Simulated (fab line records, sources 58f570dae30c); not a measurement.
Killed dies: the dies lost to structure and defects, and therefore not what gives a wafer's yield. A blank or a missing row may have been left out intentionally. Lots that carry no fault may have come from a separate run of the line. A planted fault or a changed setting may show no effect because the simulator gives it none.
fab line records	flow berkeleyCmos170
[record] lots = 14	wafers = 42	lastDay = 11
route steps=331 shown ACTIVE@74 GATE@140 CONTACT@217
lots untouched by any fault: they come from a run of this same line in which no faults occurred
startH: hours from the record's opening day to when the first of the lot's shown wafers began	waitH: how many hours have passed since the lot's step before this one	" repeats the value in the row above	L1.1+2: one row covering several wafers at once	- either no value or no given start	* or withheld: withheld	< > ~ a bound
route shown NAME@n: NAME is a module with steps in the file, n the number in the route of the first one	usual: mean/standard deviation of fault-free wafers	same: alike in all rows	chamber/n: place in a boat	sites: readings site by site	_std_site: standard deviation across them	_edge_site: mean of outer sites minus mean of inner sites	radiusMm: for every site, how far away it sits from the centre of the wafer	mask NAME#n: copy n	behind: the most recent tool/chamber to have shaped the wafer	hold: cause of the lot's hold/its duration in hours/its outcome	device: names the non-switching transistor (n, p or np)	end of line: the route-end tests of the same wafers	step lacking rows: just its recipe	killed: dies that structure and defects cost at the first sort, which is not the same as the wafer's yield	map: shows each die of a wafer: x if killed, . if not, _ if none is there
set.NAME: the setting that was run; set.NAME@STEP: the one run at that earlier step	model.NAME: the simulator's own value behind a step, which no gauge read
the route's steps for a sample of lots (tables are steps, rows are wafers)
services: from which hour (startH, from the record's first day; less than 0 if before it) a tool's chamber was out of use, for how many hours, and why
[[steps]]
[step UCB170_ACTIVE_OVL_MEAS_14]
[usual] ACTIVE_OVL = 1/6.1
lot.wafer	tool	chamber	startH	waitH	ACTIVE_OVL[nm]
L146.2	overlay-01	-	64.73	0.1	-5
L146.4	"	-	"	"	-3
L146.6	"	-	"	"	-2
L147.3	overlay-02	-	75.19	0.1	-6
L147.4	"	-	"	"	-5
L147.5	"	-	"	"	-9
L149.1	overlay-01	-	94.71	0.1	2
L149.2	"	-	"	"	-1
L149.4	"	-	"	"	-2
L148.1	overlay-02	-	94.98	0.1	0
L148.3	"	-	"	"	-3
L148.5	"	-	"	"	1
L150.1	overlay-01	-	95.26	0.1	-5
L150.2	"	-	"	"	-2
L150.3	"	-	"	"	-3
L152.4	overlay-01	-	101.59	0.1	3
L152.5	"	-	"	"	-2
L152.6	"	-	"	"	6
L151.2	overlay-02	-	101.70	0.1	11
L151.4	"	-	"	"	6
L151.5	"	-	"	"	-1
L153.1	overlay-01	-	101.81	0.1	12
L153.5	"	-	"	"	13
L153.6	"	-	"	"	7
L156.1	overlay-01	-	123.36	0.1	7
L156.4	"	-	"	"	-7
L156.5	"	-	"	"	3
L160.3	overlay-02	-	140.40	0.1	-1
L160.4	"	-	"	"	-6
L160.6	"	-	"	"	-7
L161.2	overlay-01	-	140.74	0.1	-4
L161.3	"	-	"	"	-1
L161.4	"	-	"	"	-7
L165.3	overlay-02	-	166.44	0.1	4
L165.4	"	-	"	"	-4
L165.6	"	-	"	"	-3
L166.1	overlay-02	-	176.60	0.1	-7
L166.2	"	-	"	"	-5
L166.4	"	-	"	"	-9
L167.1	overlay-02	-	176.95	0.1	-9
L167.5	"	-	"	"	-4
L167.6	"	-	"	"	-12
[step UCB170_GATE_ETCH_14]
[recipe] chemistry = N2/H2	targetDepthA = withheld	overetchA = withheld	target = BARC	timeS = withheld	sourceW = 500	biasW = 100	pressureMtorr = 30	n2FlowSccm = 100	h2FlowSccm = 200
[usual] drypumpMotorCurrentA = 5.8/0.56	oesProductAu = 0.993/0.022	throttleValvePct = 13.28/0.2
lot.wafer	tool	chamber	startH	waitH	drypumpMotorCurrentA	oesProductAu	throttleValvePct
L146.2	rieDiel-01	2	108.62	0.0	6.5	1.004	13.18
L146.4	"	3	"	"	6.2	1.019	13.29
L146.6	"	0	"	"	6.3	0.959	13.54
L147.3	rieDiel-02	0	114.65	0.0	6.0	0.970	13.41
L147.4	"	3	"	"	5.2	0.978	12.94
L147.5	"	1	"	"	4.9	0.979	13.12
L149.1	rieDiel-01	0	137.34	0.0	6.3	0.970	13.54
L149.2	"	3	"	"	6.2	1.029	13.30
L149.4	"	2	"	"	6.4	1.016	13.18
L150.1	rieDiel-03	1	137.61	0.0	5.6	1.002	13.13
L150.2	"	0	"	"	6.4	0.996	13.21
L150.3	"	2	"	"	5.4	0.960	13.62
L148.1	rieDiel-02	2	137.94	0.0	6.6	1.017	13.05
L148.3	"	1	"	"	5.0	0.983	13.12
L148.5	"	1	"	"	5.0	0.987	13.14
L153.1	rieDiel-02	3	142.88	0.0	5.2	0.975	12.92
L153.5	"	1	"	"	5.0	0.978	13.11
L153.6	"	0	"	"	6.0	0.966	13.40
L152.4	rieDiel-01	0	143.12	0.0	6.3	0.963	13.54
L152.5	"	0	"	"	6.3	0.964	13.54
L152.6	"	3	"	"	6.2	1.015	13.32
L151.2	rieDiel-02	3	143.15	0.0	5.2	0.975	12.93
L151.4	"	2	"	"	6.6	1.023	13.06
L151.5	"	0	"	"	6.0	0.966	13.40
L156.1	rieDiel-03	3	166.83	0.0	5.9	1.002	13.16
L156.4	"	1	"	"	5.5	1.000	13.15
L156.5	"	2	"	"	5.4	0.984	13.63
L160.3	rieDiel-01	0	186.93	0.0	6.3	0.961	13.54
L160.4	"	2	"	"	6.5	0.998	13.17
L160.6	"	3	"	"	6.2	1.027	13.29
L161.2	rieDiel-03	0	187.07	0.0	6.4	1.004	13.23
L161.3	"	3	"	"	5.9	1.004	13.17
L161.4	"	2	"	"	5.4	0.974	13.64
L165.3	rieDiel-03	3	213.54	0.0	5.9	1.011	13.17
L165.4	"	2	"	"	5.4	0.972	13.61
L165.6	"	3	"	"	5.9	1.005	13.17
L167.1	rieDiel-03	3	218.90	0.0	5.9	1.003	13.17
L167.5	"	3	"	"	6.0	1.001	13.17
L167.6	"	0	"	"	6.4	1.001	13.23
L166.1	rieDiel-01	0	219.32	0.0	6.3	0.961	13.54
L166.2	"	2	"	"	6.5	1.012	13.18
L166.4	"	1	"	"	5.1	0.992	13.50
[step UCB170_CONTACT_CVD_01]
[recipe] material = PSG	targetThkNm = 700	tempC = 450	precursor = SiH4/O2/PH3	timeS = 2820	pressureMtorr = 300	sih4FlowSccm = 60	o2FlowSccm = 90	ph3FlowSccm = 25
[usual] o2FlowSccm = 89.96/0.25	sih4FlowSccm = 59.98/0.17	zonePowerSourcePct = 6.7/0.62
lot.wafer	tool	chamber	startH	waitH	o2FlowSccm	sih4FlowSccm	zonePowerSourcePct
L146.2	lpcvd-02	0	129.25	0.8	89.73	60.16	8.1
L146.4	"	0	"	"	90.28	60.13	8.1
L146.6	"	0	"	"	90.11	59.93	7.8
L147.3	lpcvd-01	1	132.68	1.7	89.97	59.99	6.2
L147.4	"	1	"	"	89.37	59.73	6.1
L147.5	"	1	"	"	89.97	59.77	6.1
L149.1	lpcvd-01	0	151.75	0.0	89.93	60.05	6.8
L149.2	"	0	"	"	90.40	59.98	6.7
L149.4	"	0	"	"	89.99	60.09	6.7
L148.1	lpcvd-02	0	153.18	0.7	89.80	59.94	8.1
L148.3	"	0	"	"	89.81	60.23	7.9
L148.5	"	0	"	"	89.77	59.93	7.8
L150.1	lpcvd-02	1	153.18	1.2	90.06	59.94	6.6
L150.2	"	1	"	"	90.12	59.86	6.5
L150.3	"	1	"	"	90.16	59.75	6.5
L153.1	lpcvd-02	1	158.31	0.0	90.04	59.82	6.6
L153.5	"	1	"	"	90.21	59.80	6.6
L153.6	"	1	"	"	90.04	60.01	6.6
L151.2	lpcvd-01	1	158.57	0.0	89.74	59.76	6.1
L151.4	"	1	"	"	90.13	59.90	6.2
L151.5	"	1	"	"	89.69	59.93	6.1
L152.4	lpcvd-02	1	160.09	1.3	89.67	59.88	6.5
L152.5	"	1	"	"	89.83	60.13	6.4
L152.6	"	1	"	"	89.83	59.96	6.4
L156.1	lpcvd-02	0	183.47	0.7	89.63	59.80	7.9
L156.4	"	0	"	"	90.09	59.92	7.9
L156.5	"	0	"	"	90.19	59.99	7.9
L160.3	lpcvd-01	1	205.35	0.0	134.68	59.95	6.0
L160.4	"	1	"	"	135.15	59.88	6.1
L160.6	"	1	"	"	134.64	60.01	6.1
L161.2	lpcvd-01	0	207.14	1.6	134.81	59.95	6.7
L161.3	"	0	"	"	134.95	60.21	6.7
L161.4	"	0	"	"	134.66	60.07	6.7
L165.3	lpcvd-02	0	228.02	0.0	89.97	60.23	7.9
L165.4	"	0	"	"	89.72	60.19	8.0
L165.6	"	0	"	"	89.54	60.33	8.0
L166.1	lpcvd-02	1	234.74	0.0	89.89	60.21	6.6
L166.2	"	1	"	"	89.86	59.99	6.4
L166.4	"	1	"	"	89.90	60.16	6.6
L167.1	lpcvd-02	1	236.53	1.3	90.12	60.01	6.6
L167.5	"	1	"	"	90.61	59.95	6.7
L167.6	"	1	"	"	90.19	60.17	6.5
[step UCB170_CONTACT_THK_MEAS_02]
[recipe] reads = PSG_of_CONTACT_CVD_01
[usual] CONTACT_PSG_THK = 697/7.9
lot.wafer	tool	chamber	startH	waitH	CONTACT_PSG_THK[nm]
L146.2	filmMetro-04	-	131.04	0.0	704
L146.4	"	-	"	"	691
L146.6	"	-	"	"	700
L147.3	filmMetro-02	-	134.48	0.0	690
L147.4	"	-	"	"	693
L147.5	"	-	"	"	693
L149.1	filmMetro-04	-	153.53	0.0	699
L149.2	"	-	"	"	700
L149.4	"	-	"	"	699
L150.1	filmMetro-04	-	154.97	0.0	704
L150.2	"	-	"	"	700
L150.3	"	-	"	"	702
L148.1	filmMetro-01	-	154.98	0.0	690
L148.3	"	-	"	"	688
L148.5	"	-	"	"	686
L153.1	filmMetro-01	-	160.09	0.0	705
L153.5	"	-	"	"	701
L153.6	"	-	"	"	702
L151.2	filmMetro-04	-	160.36	0.0	685
L151.4	"	-	"	"	697
L151.5	"	-	"	"	692
L152.4	filmMetro-01	-	161.90	0.0	684
L152.5	"	-	"	"	681
L152.6	"	-	"	"	680
L156.1	filmMetro-02	-	185.26	0.0	706
L156.4	"	-	"	"	702
L156.5	"	-	"	"	700
L160.3	filmMetro-01	-	207.16	0.0	883
L160.4	"	-	"	"	884
L160.6	"	-	"	"	892
L161.2	filmMetro-04	-	208.93	0.0	877
L161.3	"	-	"	"	871
L161.4	"	-	"	"	874
L165.3	filmMetro-01	-	229.83	0.0	680
L165.4	"	-	"	"	680
L165.6	"	-	"	"	681
L166.1	filmMetro-01	-	236.53	0.0	695
L166.2	"	-	"	"	697
L166.4	"	-	"	"	701
L167.1	filmMetro-01	-	238.31	0.0	698
L167.5	"	-	"	"	694
L167.6	"	-	"	"	698
[step UCB170_CONTACT_STRIP_06]
[recipe] chemistry = O2	powerW = 400	pressureMtorr = 3500	platenTempC = withheld	o2FlowSccm = 400	overashFraction = 0.5
[usual] drypumpMotorCurrentA = 5.7/0.56	oesProductAu = 0.734/0.0043	stripTimeToEndpointS = 21.99/0.067
lot.wafer	tool	chamber	startH	waitH	drypumpMotorCurrentA	oesProductAu	rfHoursCounterH	stripTimeToEndpointS
L146.2	plasmaAsher-03	1	131.56	0.1	6.7	0.736	42	21.91
L146.4	"	1	"	"	6.7	0.728	-	21.93
L146.6	"	1	"	"	6.7	0.737	-	21.93
L147.3	plasmaAsher-03	0	135.36	0.1	5.2	0.728	-	21.94
L147.4	"	1	"	"	6.7	0.730	-	21.98
L147.5	"	0	"	"	5.2	0.736	-	21.94
L149.1	plasmaAsher-01	1	154.32	0.1	5.2	0.735	49	22.07
L149.2	"	0	"	"	5.6	0.738	49	22.07
L149.4	"	0	"	"	5.5	0.736	-	21.93
L150.1	plasmaAsher-01	1	155.48	0.1	5.2	0.740	50	22.12
L150.2	"	0	"	"	5.6	0.738	50	22.10
L150.3	"	1	"	"	5.2	0.732	-	22.10
L148.1	plasmaAsher-03	1	155.56	0.1	6.7	0.740	45	21.95
L148.3	"	0	"	"	5.1	0.733	-	22.00
L148.5	"	0	"	"	5.1	0.740	-	21.94
L153.1	plasmaAsher-03	0	160.60	0.1	5.1	0.732	46	21.91
L153.5	"	1	"	"	6.7	0.730	-	21.94
L153.6	"	0	"	"	5.1	0.737	-	21.96
L151.2	plasmaAsher-01	0	160.86	0.1	5.5	0.727	50	22.00
L151.4	"	0	"	"	5.5	0.735	-	21.97
L151.5	"	0	"	"	5.5	0.733	-	22.06
L152.4	plasmaAsher-03	1	162.42	0.1	6.7	0.731	-	21.94
L152.5	"	0	"	"	5.1	0.737	-	21.97
L152.6	"	1	"	"	6.7	0.726	-	21.96
L156.1	plasmaAsher-02	0	185.77	0.1	6.0	0.727	39	22.05
L156.4	"	0	"	"	6.0	0.741	-	22.00
L156.5	"	1	"	"	5.5	0.732	-	21.98
L160.3	plasmaAsher-03	0	207.68	0.1	5.1	0.732	-	21.99
L160.4	"	1	"	"	6.7	0.734	-	22.02
L160.6	"	0	"	"	5.1	0.737	-	22.10
L161.2	plasmaAsher-01	0	209.43	0.1	5.5	0.736	55	22.01
L161.3	"	0	"	"	5.5	0.729	-	22.03
L161.4	"	1	"	"	5.2	0.728	-	22.09
L165.3	plasmaAsher-03	1	230.35	0.1	6.7	0.731	-	21.98
L165.4	"	0	"	"	5.1	0.738	-	21.98
L165.6	"	0	"	"	5.2	0.733	-	21.92
L166.1	plasmaAsher-02	1	237.04	0.1	5.6	0.741	44	22.04
L166.2	"	0	"	"	6.0	0.731	44	22.08
L166.4	"	0	"	"	6.0	0.742	-	22.03
L167.1	plasmaAsher-02	1	239.18	0.1	5.6	0.735	44	21.97
L167.5	"	1	"	"	5.6	0.730	-	22.05
L167.6	"	0	"	"	6.0	0.733	-	22.02
[step UCB170_CONTACT_ETCH_18]
[recipe] chemistry = CHF3/CF4/Ar	target = PSG	stopOn = TiSi2	CHF3_flow_sccm = 45	cf4FlowSccm = 15	Ar_flow_sccm = 150	pressureMtorr = 200	rfW = 700	targetDepthA = 8400	overEtchFrac = 0.2	timeS = 195
[usual] drypumpMotorCurrentA = 5.9/0.46	oesProductAu = 0.889/0.015	throttleValvePct = 6.90/0.14
lot.wafer	tool	chamber	startH	waitH	drypumpMotorCurrentA	oesProductAu	rfHoursCounterH	throttleValvePct
L146.2	rieDiel-01	0	-	-	6.3	0.866	84	7.08
L146.4	"	2	"	"	6.5	0.892	52	6.85
L146.6	"	1	"	"	5.1	0.904	-	6.95
L147.3	rieDiel-03	1	-	-	5.5	0.882	114	6.74
L147.4	"	2	"	"	5.4	0.862	-	7.20
L147.5	"	1	"	"	5.5	0.875	-	6.77
L149.1	rieDiel-01	0	-	-	6.3	0.878	86	7.08
L149.2	"	2	"	"	6.5	0.899	53	6.88
L149.4	"	2	"	"	6.5	0.900	-	6.87
L150.1	rieDiel-03	3	-	-	5.9	0.901	0	6.82
L150.2	"	0	"	"	6.4	0.897	116	6.87
L150.3	"	2	"	"	5.4	0.868	59	7.21
L148.1	rieDiel-04	2	-	-	5.2	0.897	20	6.83
L148.3	"	3	"	"	6.2	0.880	11	6.99
L148.5	"	1	"	"	5.9	0.875	-	6.75
L153.1	rieDiel-03	0	-	-	6.4	0.901	117	6.89
L153.5	"	0	"	"	6.4	0.892	-	6.89
L153.6	"	3	"	"	5.9	0.906	-	6.82
L151.2	rieDiel-04	2	-	-	5.2	0.894	20	6.82
L151.4	"	1	"	"	5.9	0.880	60	6.75
L151.5	"	1	"	"	5.9	0.879	-	6.76
L152.4	rieDiel-04	2	-	-	5.1	0.899	20	6.83
L152.5	"	3	"	"	6.2	0.881	-	7.01
L152.6	"	0	"	"	6.1	0.874	-	6.77
L156.1	rieDiel-04	0	-	-	6.1	0.893	59	6.78
L156.4	"	3	"	"	6.2	0.895	13	7.00
L156.5	"	0	"	"	6.1	0.879	-	6.77
L160.3	rieDiel-04	2	-	-	5.1	1.017	22	6.84
L160.4	"	0	"	"	6.1	0.989	60	6.79
L160.6	"	3	"	"	6.2	1.007	-	6.99
L161.2	rieDiel-01	3	-	-	6.2	1.007	23	6.84
L161.3	"	0	"	"	6.3	0.967	88	7.09
L161.4	"	1	"	"	5.1	0.984	23	6.95
L165.3	rieDiel-03	1	-	-	5.5	0.867	118	6.74
L165.4	"	0	"	"	6.4	0.894	120	6.87
L165.6	"	2	"	"	5.4	0.854	-	7.21
L166.1	rieDiel-04	3	-	-	6.2	0.896	15	7.01
L166.2	"	0	"	"	6.1	0.890	61	6.77
L166.4	"	1	"	"	5.9	0.886	63	6.78
L167.1	rieDiel-03	3	-	-	6.0	0.901	4	6.81
L167.5	"	2	"	"	5.4	0.861	-	7.21
L167.6	"	1	"	"	5.5	0.885	-	6.76
[[services]]
tool	chamber	startH	hours	kind
plasmaAsher-03	-	85.44	1.3	repair
lpcvd-01	-	86.08	17.2	pm
plasmaAsher-03	-	89.24	13.3	repair
plasmaAsher-02	-	94.22	8.2	repair
rieDiel-04	3	98.33	1.2	repair
rieDiel-03	2	102.01	13.6	repair
rieDiel-04	0	105.08	2.0	repair
rieDiel-02	3	115.27	5.8	repair
rieDiel-04	0	115.71	7.6	repair
plasmaAsher-02	-	128.38	2.2	repair
rieDiel-03	3	129.48	-	clean
rieDiel-03	3	129.48	26.2	scheduledDown
rieDiel-03	3	129.48	26.2	ventCycle
plasmaAsher-02	-	134.88	3.7	repair
rieDiel-03	1	154.02	4.5	repair
rieDiel-01	1	154.12	6.7	repair
rieDiel-01	-	167.49	1.5	repair
rieDiel-02	1	181.35	3.7	repair
rieDiel-04	-	217.06	2.8	pm
lpcvd-02	-	217.72	6.0	pm
rieDiel-03	-	236.88	1.1	repair
[[key]]
[firstSign] step = UCB170_CONTACT_CVD_01	reading = o2FlowSccm	direction = up	sigmas = 99+	usual = 89.96	struck = 134.82
[effect] step = UCB170_CONTACT_THK_MEAS_02	reading = CONTACT_PSG_THK	direction = up	sigmas = 23	usual = 697	struck = 880
[effect] step = UCB170_CONTACT_ETCH_18	reading = oesProductAu	direction = up	sigmas = 7.2	usual = 0.889	struck = 0.995	through = controlLoop
metAt UCB170_CONTACT_CVD_01
struckLots L160,L161
laterRowsLeftOut L160.3,L160.4,L160.6,L161.2,L161.3,L161.4
sortLeftOut L160.3,L160.4,L160.6,L161.2,L161.3,L161.4
testerLeftOut L160,L161
[loopTrim] step = UCB170_CONTACT_EXPOSE_12	setting = dose	lots = L161
notActingAt UCB170_ACTIVE_OVL_MEAS_14,UCB170_GATE_ETCH_14,UCB170_CONTACT_STRIP_06
onsetBetween 158.57 205.35
[fault] kind = processParameterDrift	tool = lpcvd-01	chamber = -	onsetH = 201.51	steps = UCB170_CONTACT_CVD_01	channel = o2FlowSccm	offset = 45	shape = step	endH = 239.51	stated = 90
// testerLeftOut: of these lots the tester's yield and bins aren't shown, on N5 and GAA mostly nor the transistor test; their killed dies are dies lost to structure and defects alone, not to doping, threshold or leakage, so they don't give the yield
// sortLeftOut: the simulated sort isn't trusted on such a fault, so these wafers' sort isn't shown, and their yield isn't known
// laterRowsLeftOut: the simulator's readings of these wafers behind a module that went badly wrong aren't trusted and aren't shown, but for the sort
// loopTrim: a control loop set the setting to another value than it would have without faults
